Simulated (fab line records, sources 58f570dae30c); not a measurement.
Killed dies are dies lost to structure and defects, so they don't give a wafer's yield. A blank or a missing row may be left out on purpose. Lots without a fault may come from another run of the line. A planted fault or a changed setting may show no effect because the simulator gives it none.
Which tool did it? | flow berkeley_cmos170 | 7 lots, 21 wafers sampled, at 3 steps of a route of 331

WHAT THE GAUGES READ, wafer by wafer
UCB170_NSD_CD_MEAS_06: target cd 1200 nm.
lot  | measured     | on        | cd_nm (nm)
L553 | day 6 12:32  | cd_sem-01 | 1200.3 1200.3 1198.6
L555 | day 7 05:22  | cd_sem-02 | 1199.1 1197.3 1199.0
L558 | day 7 19:02  | cd_sem-02 | 1199.7 1201.4 1200.3
L560 | day 8 06:38  | cd_sem-01 | 1196.5 1196.2 1197.0
L563 | day 9 11:24  | cd_sem-01 | 1200.6 1201.4 1199.8
L568 | day 10 01:53 | cd_sem-01 | 1199.0 1197.2 1198.3
L574 | day 11 07:08 | cd_sem-01 | 1203.3 1202.2 1201.2

WHICH TOOL RAN EACH LOT (tool, then ch and the chambers of the sampled wafers, then the start)
lot  | UCB170_GATE_ETCH_15              | UCB170_PLDD_STRIP_10
L553 | rie_si-02 ch 1,3, day 5 23:50    | plasma_asher-04 ch 0,1, day 6 02:10
L555 | rie_si-01 ch 0,3, day 6 13:04    | plasma_asher-04 ch 0,1, day 6 15:37
L558 | rie_si-01 ch 0,1,2, day 7 03:22  | plasma_asher-02 ch 0,1, day 7 05:39
L560 | rie_si-01 ch 0,1,3, day 7 18:16  | plasma_asher-02 ch 0,1, day 7 20:12
L563 | rie_si-02 ch 1,2,3, day 8 16:44  | plasma_asher-02 ch 0,1, day 8 21:37
L568 | rie_si-01 ch 0,1, day 9 11:19    | plasma_asher-04 ch 0,1, day 9 14:23
L574 | rie_si-02 ch 0,1,2, day 10 19:16 | plasma_asher-02 ch 0,1, day 10 21:32
- UCB170_GATE_ETCH_15: etches poly-Si in HBr/Cl2, stops on SiO2, time 56.3 s, target depth 278.2 nm.
- UCB170_PLDD_STRIP_10: strips in O2.

THE ANSWER, worked out from the rows above alone
Rule: what is usual is taken from the lots themselves. Put in order of their means at a reading, lots are off if they are a third of the lots or fewer, leave a main group of 4 or more, and stand apart from it by a gap of 3 or more times the standard deviation of the main group's means; of several such gaps the widest counts. A main group whose means are all the same, to the digits that the tables above print for the reading, isn't used. A lot without any number at a reading at which 4 lots or more have one is off too. The other lots that the step has rows for count as sound.
No lot is off at any reading shown: from this, nothing can be told.

WHAT THE SIMULATOR HAD PUT IN
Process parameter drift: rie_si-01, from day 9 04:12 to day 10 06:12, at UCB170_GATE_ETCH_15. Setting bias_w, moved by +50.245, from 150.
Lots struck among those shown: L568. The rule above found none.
